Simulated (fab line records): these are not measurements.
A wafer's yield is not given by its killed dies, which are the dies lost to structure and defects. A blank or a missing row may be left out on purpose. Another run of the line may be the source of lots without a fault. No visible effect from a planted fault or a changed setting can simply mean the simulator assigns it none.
Comparing a struck lot with a sound one ; flow ritCmos ; 15 out of 202 route steps
Sound: these wafers, L932.1, L932.2, L932.4. Wafers L936.3, L936.5, L936.6 were the ones struck. The cause comes at the end.
Per side, at each step with rows, come the tool, then ch with its chambers, and then its first start. Under that, the readings that differ: sound wafers ; struck wafers ; difference of the means ; sigmas: that difference in standard deviations of wafers without a fault.
alike: a reading whose means differ by less than 2 such deviations, as well as words and numbers matching on both sides. not compared: withheld readings; readings where some wafer has no value; bounds like >300 that might hide an equal value; numbers whose values overlap and for which the record gives no deviation.
The two part at a step that has a row with sigmas, a row that says differs or no value, or rows on one side only. Numbers that don't overlap but have no deviation are shown without sigmas and don't part them. Lack of a reading on every wafer of one side parts them only where that side has two or more wafers.

first, 4 steps without rows for these wafers: RIT_PSD_SOFTBAKE_02 (time 60 s); RIT_PSD_EXPOSE_03 (exposes mask M10, target cd 40900 nm); RIT_PSD_PEB_04; RIT_PSD_DEVELOP_05 (develop time 50 s).
RIT_PSD_OVL_MEAS_06:
  sound on overlay-01 at day 4 20:46; struck on overlay-02 at day 5 13:26
  alike: PSD_OVL
then, 2 steps without rows for these wafers: RIT_PSD_HARDBAKE_07 (time 60 s); RIT_PSD_IMPLANT_08.
RIT_PSD_STRIP_09: strips in O2, time 180 s.
  sound on plasmaAsher-02 ch 0,1, day 4 21:07; struck on plasmaAsher-04 ch 0,1, day 5 13:49
  alike: drypumpMotorCurrentA
  not compared: rfHoursCounterH
RIT_PSD_TW_MEAS_10:
  sound on filmMetro-01 at day 4 21:17; struck on filmMetro-01 at day 5 13:57
  alike: PSD_TW
then, 3 steps without rows for these wafers: RIT_SDANNEAL_CLEAN_00 (cleans in SC1, time 600 s); RIT_SDANNEAL_CLEAN_01 (cleans in dHF, time 30 s); RIT_SDANNEAL_CLEAN_02 (cleans in SC2, time 600 s).
RIT_SDANNEAL_RTA_03: time 5 s.
  sound on rtpAnneal-02 ch 0, day 4 21:44; struck on rtpAnneal-02 ch 0, day 5 14:36
  alike: wafer_temp_C_max
RIT_SDANNEAL_RS_MEAS_04: a four-point-probe measurement.
  sound on filmMetro-01 at day 4 21:48; struck on filmMetro-01 at day 5 14:41
  alike: PSD_RS
RIT_M1_PROBE_99:
  sound on prober-02 at day 5 05:18; struck on prober-02 at day 5 23:15
  alike: killedAtFrontEnd, killedDies, killedOpen, killedShort

WHERE THEY PART
Nowhere in this record.

WHY: what had been put in by the simulator
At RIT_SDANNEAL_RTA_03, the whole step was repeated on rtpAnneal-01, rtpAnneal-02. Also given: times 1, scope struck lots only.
